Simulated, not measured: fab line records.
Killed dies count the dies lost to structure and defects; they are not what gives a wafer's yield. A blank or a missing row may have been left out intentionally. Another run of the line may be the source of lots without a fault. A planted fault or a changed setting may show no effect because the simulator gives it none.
A single fault, viewed from 2 desks	flow berkeley-cmos170	each desk has only its own numbers; what lay behind them comes last

## THE METROLOGY DESK
What the gauges read, lot by lot, whatever tool the lot ran on: means of the sampled wafers that have a number. Any lot whose mean is over 4 standard deviations away from the usual mean is out of limits and marked OUT; that distance is given in the brackets.
Columns: A = cd-nm at UCB170_CONTACT_CD_MEAS_90, usual 699.9 nm; B = cd-nm at UCB170_M3_CD_MEAS_90, usual 702 nm
lot	first seen here	A	B
L465	day 6 16:37	700.0	705
L466	day 7 00:01	701.0	702
L467	day 7 01:44	700.2	699
L469	day 7 11:10	700.3	698
L468	day 7 11:19	700.9	706
L472	day 8 10:15	698.6	696
L473	day 8 12:14	697.8	707
L474	day 9 00:43	700.5	710
L477	day 9 01:17	697.1	700
L475	day 9 01:29	700.6	699
L476	day 9 01:49	699.5	742 (+9.2) OUT
L480	day 9 20:40	697.8	739 (+8.5) OUT
L481	day 10 10:02	699.2	733 (+7.1) OUT
L485	day 10 23:24	702.1	703
L488	day 12 02:22	701.0	702
This desk finds L476, L480, L481 out of limits, L476 being first, at day 10 00:05 (cd-nm at UCB170_M3_CD_MEAS_90). In limits: L465, L466, L467, L469, L468, L472, L473, L474, L477, L475, L485, L488.

## DESK OF THE TOOL OWNER: rie-metal-03
The tool's own readings at UCB170_M3_METAL_ETCH_18 (etches Al in Cl2/BCl3, stops on SiO2, target depth 1170 nm, time 195 s): means of the sampled wafers that have a number, for each lot that ran on this tool. Any lot whose mean is over 4 standard deviations away from the usual mean is out of limits and marked OUT; that distance is given in the brackets.
Columns: A = drypump-motor-current-A at UCB170_M3_METAL_ETCH_18, usual 5.6 A; B = mfc-cl2-sccm at UCB170_M3_METAL_ETCH_18, usual 90.01 sccm; C = oes-product-au at UCB170_M3_METAL_ETCH_18, usual 0.857 a.u.; D = run-length-s at UCB170_M3_METAL_ETCH_18, usual 223.4 s; E = throttle-valve-pct at UCB170_M3_METAL_ETCH_18, usual 24.3 %
lot	first seen here	A	B	C	D	E
L465	day 7 13:27	5.0	89.94	0.850	223.6	24.3
L468	day 8 04:31	5.0	90.14	0.853	223.5	24.3
L473	day 9 06:55	5.0	89.92	0.854	223.7	24.3
L474	day 9 21:51	4.8	89.93	0.849	224.0	24.3
L476	day 9 23:43	5.0	89.94	0.975 (+9.8) OUT	81.1 (-99 or more) OUT	24.3
L480	day 10 12:53	5.4	89.92	0.994 (+11) OUT	80.9 (-99 or more) OUT	24.2
L481	day 11 02:56	5.0	89.96	0.976 (+9.9) OUT	81.2 (-99 or more) OUT	24.3
This desk finds L476, L480, L481 out of limits, L476 being first, at day 9 23:43 (oes-product-au at UCB170_M3_METAL_ETCH_18). In limits: L465, L468, L473, L474.

## TAKEN TOGETHER
An alarm could have come from the tool owner's desk at day 9 23:43, on L476, L480, L481.
On L476, L480, L481, the metrology desk was in a position to raise an alarm at day 10 00:05.
Every lot named ran UCB170_M3_METAL_ETCH_18 on rie-metal-03.

## WHAT HAD BEEN PUT IN BY THE SIMULATOR
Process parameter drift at UCB170_M3_METAL_ETCH_18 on rie-metal-03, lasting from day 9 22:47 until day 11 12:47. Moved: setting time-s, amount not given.
Struck lots among those shown: L476, L480, L481.
Fault start to first reading out of limits, in hours, per desk: tool owner, 1; metrology, 1.
